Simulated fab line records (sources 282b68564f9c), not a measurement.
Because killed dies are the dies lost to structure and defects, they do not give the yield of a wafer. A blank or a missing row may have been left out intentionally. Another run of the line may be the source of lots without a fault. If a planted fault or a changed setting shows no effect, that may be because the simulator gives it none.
fab line records	flow rit-cmos
record lots=7	wafers=21	last-day=7
route steps=202 shown GATE@94 REOX@98 NLDD@103 M1@202
lots untouched by any fault: they come from a run of this same line in which no faults occurred
start-h: start of the lot's first displayed wafer, in hours after the record's first day	wait-h: hours since the lot's step before	" unchanged from the row above	L1.1+2: a single row standing in for several wafers	- no value, or no start given	* or withheld: withheld	< > ~ a bound
route shown NAME@n: a module of which the file shows steps, and the number in the route of the first	usual: mean/standard deviation of fault-free wafers	same: alike in all rows	chamber/n: place in a boat	sites: per-site readings	_std_site: the values' standard deviation	_edge_site: outer sites' mean less inner sites'	radius-mm: for every site, how far away it sits from the centre of the wafer	mask NAME#n: copy n	behind: tool/chamber where the wafer was last shaped	hold: why the lot went on hold/how many hours it stayed there/how the hold came to an end	device: whichever transistor did not switch (one of n, p or np)	end of line: tests run on the same wafers once the route is complete	for a step that has no rows: nothing shown but its recipe	killed: at the first sort, the dies lost to defects and structure; wafer yield is something else	map: per-die view of a wafer (x killed, . not killed, _ where there is no die)
set.NAME: setting as actually run; set.NAME@STEP: the setting as run at that earlier step	model.NAME: the simulator's own value behind a step, which no gauge read
lots at some steps of the route; a table a step, a row a wafer
services: the hour from which a tool's chamber was out of use, counted from the record's first day as start-h (under 0 if before that day), plus the number of hours and why
## steps
# step RIT_GATE_HARDBAKE_18
# recipe resist=NOVOLAK	temp-c=140	time-s=60
# step RIT_GATE_ETCH_19
# recipe chemistry=SF6/CHF3/O2	time-s=165	SF6_flow_sccm=30	CHF3_flow_sccm=30	O2_flow_sccm=5	target=poly-Si	pressure-mtorr=40	rf-w=160	target-depth-a=3125	over-etch-frac=0.25	stop-on=SiO2
# usual chamber-pressure-mTorr=40.00/0.038	drypump-motor-current-A=5.8/0.48	oes-product-au=0.848/0.014	throttle-valve-pct=10.18/0.099
lot.wafer	tool	chamber	start-h	wait-h	chamber-pressure-mTorr	drypump-motor-current-A	oes-product-au	rf-hours-counter-h	throttle-valve-pct
L350.4	rie-si-01	3	53.39	0.1	39.99	6.0	0.848	55	10.28
L350.5	"	1	"	"	40.02	6.0	0.816	-	10.11
L350.6	"	2	"	"	40.04	6.1	0.851	-	10.16
L355.1	rie-si-02	2	80.85	0.1	40.00	5.1	0.836	57	10.13
L355.2	"	0	"	"	40.03	5.7	0.854	24	10.20
L355.6	"	3	"	"	40.01	5.0	0.846	-	10.38
L356.1	rie-si-01	0	83.58	0.1	39.99	6.1	0.845	75	10.12
L356.2	"	1	"	"	39.92	6.0	0.825	18	10.10
L356.6	"	1	"	"	40.01	6.0	0.819	-	10.12
L357.2	rie-si-02	1	88.53	0.1	40.00	6.5	0.879	127	10.05
L357.3	"	3	"	"	40.01	5.0	0.856	33	10.37
L357.6	"	0	"	"	39.98	5.7	0.858	-	10.18
L360.2	rie-si-01	3	103.61	0.1	40.03	6.1	0.848	56	10.28
L360.5	"	3	"	"	40.01	6.1	0.842	-	10.27
L360.6	"	0	"	"	39.99	6.1	0.840	-	10.13
L364.2	rie-si-01	2	122.78	0.1	39.99	6.2	0.866	53	10.17
L364.4	"	3	"	"	40.05	6.0	0.851	56	10.26
L364.5	"	3	"	"	39.95	6.0	0.856	-	10.29
L370.1	rie-si-01	0	156.75	0.1	39.97	6.1	0.843	76	10.12
L370.3	"	1	"	"	39.99	6.0	0.830	18	10.11
L370.4	"	2	"	"	40.03	6.2	0.846	54	10.16
# step RIT_GATE_STRIP_20
# recipe chemistry=O2	time-s=180	resist=NOVOLAK	platen-temp-c=withheld	power-w=500	pressure-mtorr=4000	o2-flow-sccm=4000
# usual chamber-pressure-mTorr=4000/3.9	drypump-motor-current-A=6.2/0.54	rf-refl-power-W=6.6/1.4
lot.wafer	tool	chamber	start-h	wait-h	chamber-pressure-mTorr	drypump-motor-current-A	rf-hours-counter-h	rf-refl-power-W
L350.4	plasma-asher-03	0	53.56	0.1	4000	6.7	-	5.2
L350.5	"	0	"	"	4001	6.7	-	5.3
L350.6	"	1	"	"	4004	5.5	-	6.2
L355.1	plasma-asher-04	1	80.96	0.1	4001	6.7	30	6.4
L355.2	"	0	"	"	4000	6.4	30	9.2
L355.6	"	0	"	"	3997	6.4	-	8.9
L356.1	plasma-asher-04	1	83.69	0.1	4003	6.6	31	6.4
L356.2	"	0	"	"	4002	6.4	31	8.6
L356.6	"	1	"	"	3998	6.6	-	6.5
L357.2	plasma-asher-03	1	88.64	0.1	4000	5.5	46	6.2
L357.3	"	1	"	"	4000	5.5	-	6.1
L357.6	"	1	"	"	3997	5.5	-	6.0
L360.2	plasma-asher-01	0	103.72	0.1	3998	5.3	45	7.4
L360.5	"	0	"	"	3999	5.3	-	7.4
L360.6	"	1	"	"	3994	6.3	-	4.8
L364.2	plasma-asher-04	0	122.89	0.1	3997	6.4	35	8.5
L364.4	"	1	"	"	4000	6.6	-	6.4
L364.5	"	1	"	"	4004	6.6	-	6.4
L370.1	plasma-asher-01	1	156.86	0.1	3999	6.3	51	4.8
L370.3	"	1	"	"	4003	6.3	-	4.7
L370.4	"	0	"	"	4003	5.4	-	7.3
# step RIT_GATE_CD_MEAS_90
# recipe target-cd-nm=150
# usual cd-nm=150.2/2.5
lot.wafer	tool	chamber	start-h	wait-h	cd-nm
L350.4	cd-sem-01	-	53.73	0.1	149.8
L350.5	"	-	"	"	152.7
L350.6	"	-	"	"	149.9
L355.1	cd-sem-01	-	81.14	0.1	151.2
L355.2	"	-	"	"	149.8
L355.6	"	-	"	"	152.4
L356.1	cd-sem-02	-	83.87	0.1	151.9
L356.2	"	-	"	"	152.3
L356.6	"	-	"	"	150.9
L357.2	cd-sem-01	-	88.84	0.1	148.2
L357.3	"	-	"	"	150.5
L357.6	"	-	"	"	148.0
L360.2	cd-sem-01	-	103.91	0.1	153.0
L360.5	"	-	"	"	149.6
L360.6	"	-	"	"	150.9
L364.2	cd-sem-01	-	123.08	0.1	151.2
L364.4	"	-	"	"	148.8
L364.5	"	-	"	"	150.9
L370.1	cd-sem-02	-	157.03	0.1	152.0
L370.3	"	-	"	"	151.6
L370.4	"	-	"	"	151.4
# step RIT_REOX_CLEAN_00
# recipe chemistry=SC1	mix=3:3:50	time-s=600	temp-c=75
# step RIT_REOX_CLEAN_01
# recipe chemistry=dHF	dilution=50:1	time-s=30
# step RIT_REOX_CLEAN_02
# recipe chemistry=SC2	mix=3:3:50	time-s=600	temp-c=75	dry=n2-spin
# step RIT_REOX_OXIDATION_03
# recipe temp-c=900	ambient=O2	target-thk-a=252	ox-time-s=5580
# step RIT_REOX_THK_MEAS_04
# recipe reads=SiO2_of_REOX_OXIDATION_03
# usual REOX_OXIDE_THK=25.3/0.57
lot.wafer	tool	chamber	start-h	wait-h	REOX_OXIDE_THK[nm]
L350.4	film-metro-02	-	57.02	0.0	24.8
L350.5	"	-	"	"	24.7
L350.6	"	-	"	"	25.1
L355.1	film-metro-01	-	85.19	0.0	25.3
L355.2	"	-	"	"	25.1
L355.6	"	-	"	"	25.2
L356.1	film-metro-02	-	87.41	0.0	25.4
L356.2	"	-	"	"	25.6
L356.6	"	-	"	"	25.5
L357.2	film-metro-01	-	91.93	0.0	24.4
L357.3	"	-	"	"	24.3
L357.6	"	-	"	"	24.6
L360.2	film-metro-01	-	106.95	0.0	25.5
L360.5	"	-	"	"	25.5
L360.6	"	-	"	"	25.9
L364.2	film-metro-04	-	126.14	0.0	25.1
L364.4	"	-	"	"	24.9
L364.5	"	-	"	"	25.3
L370.1	film-metro-02	-	161.61	0.0	24.6
L370.3	"	-	"	"	24.7
L370.4	"	-	"	"	24.7
# step RIT_NLDD_HMDS_00
# recipe prime-time-s=60	prime-temp-c=140
# step RIT_NLDD_COAT_01
# recipe resist=NOVOLAK	spin-rpm=3250	resist-thk-nm=1000
# step RIT_NLDD_SOFTBAKE_02
# recipe resist=NOVOLAK	temp-c=90	time-s=60
# step RIT_NLDD_EXPOSE_03
# recipe mask-id=M7	na=0.57	target-cd-nm=40700	dose-mj=250
lot.wafer	tool	chamber	start-h	wait-h	mask	model.NLDD.overlay-x-nm
L350.4+5+6	iline-stepper-01	0	57.56	0.1	M7#0	0.0575
L355.1+2+6	iline-stepper-01	0	85.82	0.2	M7#0	-303.9
L356.1+2+6	iline-stepper-01	0	87.94	0.2	M7#0	-300.8
L357.2+3+6	iline-stepper-01	0	92.45	0.1	M7#0	-301.5
L360.2+5+6	iline-stepper-02	0	107.47	0.1	M7#0	0.4619
L364.2+4+5	iline-stepper-02	0	126.88	0.3	M7#0	-0.123
L370.1+3+4	iline-stepper-02	0	162.25	0.2	M7#0	-0.8793
# step RIT_NLDD_PEB_04
# recipe resist=NOVOLAK	temp-c=withheld	time-s=withheld
# step RIT_NLDD_DEVELOP_05
# recipe resist=NOVOLAK	develop-time-s=50	dev-temp-c=23
# step RIT_NLDD_OVL_MEAS_06
# usual NLDD_OVL=-0.7/1.6
lot.wafer	tool	chamber	start-h	wait-h	NLDD_OVL[nm]
L350.4	overlay-01	-	57.92	-	-2.7
L350.5	"	-	"	"	-0.2
L350.6	"	-	"	"	-2.9
L355.1	overlay-02	-	86.22	-	-301.4
L355.2	"	-	"	"	-303.5
L355.6	"	-	"	"	-302.1
L356.1	overlay-02	-	88.34	-	-301.0
L356.2	"	-	"	"	-301.2
L356.6	"	-	"	"	-301.0
L357.2	overlay-02	-	92.84	-	-302.3
L357.3	"	-	"	"	-301.2
L357.6	"	-	"	"	-301.5
L360.2	overlay-01	-	107.86	-	-0.9
L360.5	"	-	"	"	-0.3
L360.6	"	-	"	"	0.4
L364.2	overlay-02	-	127.27	-	0.3
L364.4	"	-	"	"	-0.5
L364.5	"	-	"	"	1.5
L370.1	overlay-02	-	162.65	-	0.0
L370.3	"	-	"	"	0.5
L370.4	"	-	"	"	0.1
# step RIT_NLDD_HARDBAKE_07
# recipe resist=NOVOLAK	temp-c=140	time-s=60
# step RIT_M1_PROBE_99
# usual killed-at-contacts=0.1/0.24	killed-at-front-end=7/3.1	killed-dies=7/3.1	killed-open=3.3/2	killed-short=3.4/2.1
# same gross-dies=264	killed_at_M0_to_M3=0	killed_at_M4_up=0	killed-at-back-side=0	killed-at-other=0
lot.wafer	tool	chamber	start-h	wait-h	killed-at-contacts	killed-at-front-end	killed-dies	killed-open	killed-short	model.etest.nldd.width-nm	model.etest.nldd.line-ohm-um
L350.4	prober-02	-	74.19	0.2	0	9	9	4	5	3210	109.8
L350.5	prober-02	-	74.24	0.2	0	11	11	5	6	3207	107.4
L350.6	prober-02	-	74.29	0.2	0	4	4	2	2	3202	113.2
L355.1	prober-01	-	102.16	0.1	1	3	4	2	2	2950	127
L355.2	prober-01	-	102.21	0.1	0	2	2	2	0	2947	126.1
L355.6	prober-01	-	102.41	0.2	0	4	4	3	1	2959	130
L356.1	prober-01	-	105.47	0.1	0	10	10	6	4	2936	145.1
L356.2	prober-01	-	105.52	0.1	0	10	10	5	5	2948	141.6
L356.6	prober-01	-	105.72	0.2	1	8	9	4	5	2953	142.7
L357.2	prober-02	-	110.46	0.1	0	9	9	4	5	2949	125.1
L357.3	prober-02	-	110.51	0.2	0	6	6	3	3	2972	123.4
L357.6	prober-02	-	110.66	0.2	0	9	9	2	7	2954	125.6
L360.2	prober-01	-	123.72	0.1	0	6	6	2	4	3178	120.9
L360.5	prober-01	-	123.87	0.2	0	2	2	1	1	3174	120.7
L360.6	prober-01	-	123.92	0.2	0	6	6	3	3	3178	122.5
L364.2	prober-01	-	143.72	0.1	0	7	7	6	1	3155	114.2
L364.4	prober-01	-	143.82	0.2	0	4	4	1	3	3177	115.5
L364.5	prober-01	-	143.87	0.2	0	6	6	3	3	3177	114.5
L370.1	prober-01	-	178.67	0.1	0	10	10	1	9	3164	122.7
L370.3	prober-01	-	178.77	0.2	0	7	7	2	5	3138	121.4
L370.4	prober-01	-	178.82	0.2	0	11	11	6	5	3142	122.8
# killed by level:class
L350.4 FOX1:geometric-particle:short=2 GATE:geometric-particle:short=2 FOX1:geometric-particle:open=1 FOX2:geometric-particle:open=1 GATE:geometric-particle:open=1 REOX:geometric-particle:short=1 SPACER:geometric-particle:open=1
L350.5 REOX:geometric-particle:short=2 FOX1:geometric-particle:short=1 FOX1:geometric-particle:open=1 FOX2:geometric-particle:short=1 FOX2:geometric-particle:open=1 GATE:geometric-particle:open=1 REOX:geometric-particle:open=1 SPACER:geometric-particle:short=1
L350.6 FOX1:geometric-particle:short=1 GATE:geometric-particle:open=1 GATE:geometric-particle:short=1 REOX:geometric-particle:open=1
L355.1 FOX1:geometric-particle:open=1 FOX1:geometric-particle:short=1 GATE:geometric-particle:short=1 CONTACT:geometric-particle:open=1
L355.2 GATE:geometric-particle:open=2
L355.6 GATE:geometric-particle:open=2 FOX1:geometric-particle:open=1 REOX:geometric-particle:short=1
L356.1 GATE:geometric-particle:open=3 SILICIDE:geometric-particle:open=3 FOX1:geometric-particle:short=2 GATE:geometric-particle:short=1 SILICIDE:geometric-particle:short=1
L356.2 GATE:geometric-particle:open=2 REOX:geometric-particle:short=2 FOX1:geometric-particle:open=1 FOX1:geometric-particle:short=1 FOX2:geometric-particle:open=1 GATE:geometric-particle:short=1 REOX:geometric-particle:open=1 SILICIDE:geometric-particle:short=1
L356.6 GATE:geometric-particle:short=3 GATE:geometric-particle:open=2 FOX1:geometric-particle:open=1 SILICIDE:geometric-particle:open=1 SILICIDE:geometric-particle:short=1 CONTACT:geometric-particle:short=1
L357.2 SILICIDE:geometric-particle:short=3 GATE:geometric-particle:short=2 GATE:geometric-particle:open=1 REOX:geometric-particle:open=1 SPACER:geometric-particle:open=1 SILICIDE:geometric-particle:open=1
L357.3 GATE:geometric-particle:short=2 FOX1:geometric-particle:open=1 FOX1:geometric-particle:short=1 SPACER:geometric-particle:open=1 SILICIDE:geometric-particle:open=1
L357.6 GATE:geometric-particle:short=3 SILICIDE:geometric-particle:short=3 FOX1:geometric-particle:open=1 REOX:geometric-particle:open=1 REOX:geometric-particle:short=1
L360.2 GATE:geometric-particle:short=3 GATE:geometric-particle:open=2 SPACER:geometric-particle:short=1
L360.5 FOX2:geometric-particle:open=1 SPACER:geometric-particle:short=1
L360.6 GATE:geometric-particle:short=2 GATE:geometric-particle:open=2 REOX:geometric-particle:short=1 SILICIDE:geometric-particle:open=1
L364.2 GATE:geometric-particle:open=2 FOX1:geometric-particle:short=1 FOX1:geometric-particle:open=1 FOX2:geometric-particle:open=1 REOX:geometric-particle:open=1 SILICIDE:geometric-particle:open=1
L364.4 FOX2:geometric-particle:short=1 GATE:geometric-particle:short=1 SPACER:geometric-particle:open=1 SILICIDE:geometric-particle:short=1
L364.5 GATE:geometric-particle:open=2 GATE:geometric-particle:short=1 REOX:geometric-particle:short=1 SPACER:geometric-particle:open=1 SILICIDE:geometric-particle:short=1
L370.1 FOX1:geometric-particle:short=5 GATE:geometric-particle:short=2 SPACER:geometric-particle:short=2 GATE:geometric-particle:open=1
L370.3 FOX1:geometric-particle:open=2 GATE:geometric-particle:short=2 FOX1:geometric-particle:short=1 REOX:geometric-particle:short=1 SPACER:geometric-particle:short=1
L370.4 GATE:geometric-particle:open=4 FOX1:geometric-particle:short=1 FOX2:geometric-particle:short=1 GATE:geometric-particle:short=1 REOX:geometric-particle:short=1 SPACER:geometric-particle:open=1 SILICIDE:geometric-particle:open=1 SILICIDE:geometric-particle:short=1
## services
tool	chamber	start-h	hours	kind
plasma-asher-03	-	29.45	3.2	repair
rie-si-01	-	32.78	0.2	repair
rie-si-01	2	76.69	7.6	repair
iline-stepper-02	-	81.00	2.1	pm
iline-stepper-02	-	83.08	-	consumable-replace:lamp
plasma-asher-04	-	87.09	2.8	pm
plasma-asher-04	-	114.73	0.3	repair
plasma-asher-04	-	115.27	2.3	repair
plasma-asher-03	-	117.44	8.2	repair
plasma-asher-01	-	145.50	6.2	pm
## key
first-sign step=RIT_NLDD_OVL_MEAS_06	reading=NLDD_OVL	direction=down	sigmas=99+	usual=-0.7	struck=-301.7
effect none on later readings
model-effect step=RIT_NLDD_EXPOSE_03	value=NLDD.overlay-x-nm	without=-2.089	struck=-302.1
model-effect step=RIT_M1_PROBE_99	value=etest.nldd.width-nm	without=3168	struck=2952
met-at RIT_NLDD_EXPOSE_03
struck-wafers L355.1,L355.2,L355.6,L356.1,L356.2,L356.6,L357.2,L357.3,L357.6
tester-left-out L355,L356,L357
onset-between 57.56 85.82
fault kind=scanner-matching-overlay	tool=iline-stepper-01	chamber=-	onset-h=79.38	steps=RIT_NLDD_EXPOSE_03	offset=-300
# tester-left-out: of these lots the tester's yield and bins aren't shown, on N5 and GAA mostly nor the transistor test; their killed dies are dies lost to structure and defects alone, not to doping, threshold or leakage, so they don't give the yield
